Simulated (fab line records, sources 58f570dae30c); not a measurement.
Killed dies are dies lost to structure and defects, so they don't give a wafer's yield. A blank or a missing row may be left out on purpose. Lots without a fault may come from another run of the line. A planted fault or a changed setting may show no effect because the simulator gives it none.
Which tool did it? | flow berkeley_cmos170 | 7 lots, 21 wafers sampled, at 2 steps of a route of 331

WHAT THE GAUGES READ, wafer by wafer
UCB170_NVT_OVL_MEAS_06.
lot  | measured    | on         | NVT_OVL (nm)
L651 | day 6 23:06 | overlay-01 | -3 1 1
L655 | day 7 20:41 | overlay-02 | -4 -5 1
L657 | day 8 08:26 | overlay-02 | 3 -2 5
L658 | day 8 08:30 | overlay-01 | -5 -4 1
L661 | day 9 07:50 | overlay-02 | -6 -2 4
L663 | day 9 08:50 | overlay-01 | 598 602 605 598 602 602
L666 | day 9 09:28 | overlay-01 | 608 607 604 605 608 605

WHICH TOOL RAN EACH LOT (tool, then ch and the chambers of the sampled wafers, then the start)
lot  | UCB170_NVT_EXPOSE_03
L651 | krf_scanner-01 ch 0, day 6 21:44
L655 | krf_scanner-02 ch 0, day 7 19:51
L657 | krf_scanner-01 ch 0, day 8 07:17
L658 | krf_scanner-02 ch 0, day 8 07:34
L661 | krf_scanner-02 ch 0, day 9 06:58
L663 | krf_scanner-02 ch 0, day 9 07:23
L666 | krf_scanner-02 ch 0, day 9 07:46
- UCB170_NVT_EXPOSE_03: exposes mask PWELL, target cd 3000 nm.

THE ANSWER, worked out from the rows above alone
Rule: what is usual is taken from the lots themselves. Put in order of their means at a reading, lots are off if they are a third of the lots or fewer, leave a main group of 4 or more, and stand apart from it by a gap of 3 or more times the standard deviation of the main group's means; of several such gaps the widest counts. A main group whose means are all the same, to the digits that the tables above print for the reading, isn't used. A lot without any number at a reading at which 4 lots or more have one is off too. The other lots that the step has rows for count as sound.
Off: L663, L666, at UCB170_NVT_OVL_MEAS_06 (NVT_OVL). The main group: mean -1 nm, standard deviation 1.7.
A tool fits if, at a process step before that reading, it ran every lot that is off, and no sound lot after the first of them. The gauges at UCB170_NVT_OVL_MEAS_06 are tried like those tools. Can't be told from this: 2 tools fit, krf_scanner-02 at UCB170_NVT_EXPOSE_03, overlay-01 at UCB170_NVT_OVL_MEAS_06.

WHAT THE SIMULATOR HAD PUT IN
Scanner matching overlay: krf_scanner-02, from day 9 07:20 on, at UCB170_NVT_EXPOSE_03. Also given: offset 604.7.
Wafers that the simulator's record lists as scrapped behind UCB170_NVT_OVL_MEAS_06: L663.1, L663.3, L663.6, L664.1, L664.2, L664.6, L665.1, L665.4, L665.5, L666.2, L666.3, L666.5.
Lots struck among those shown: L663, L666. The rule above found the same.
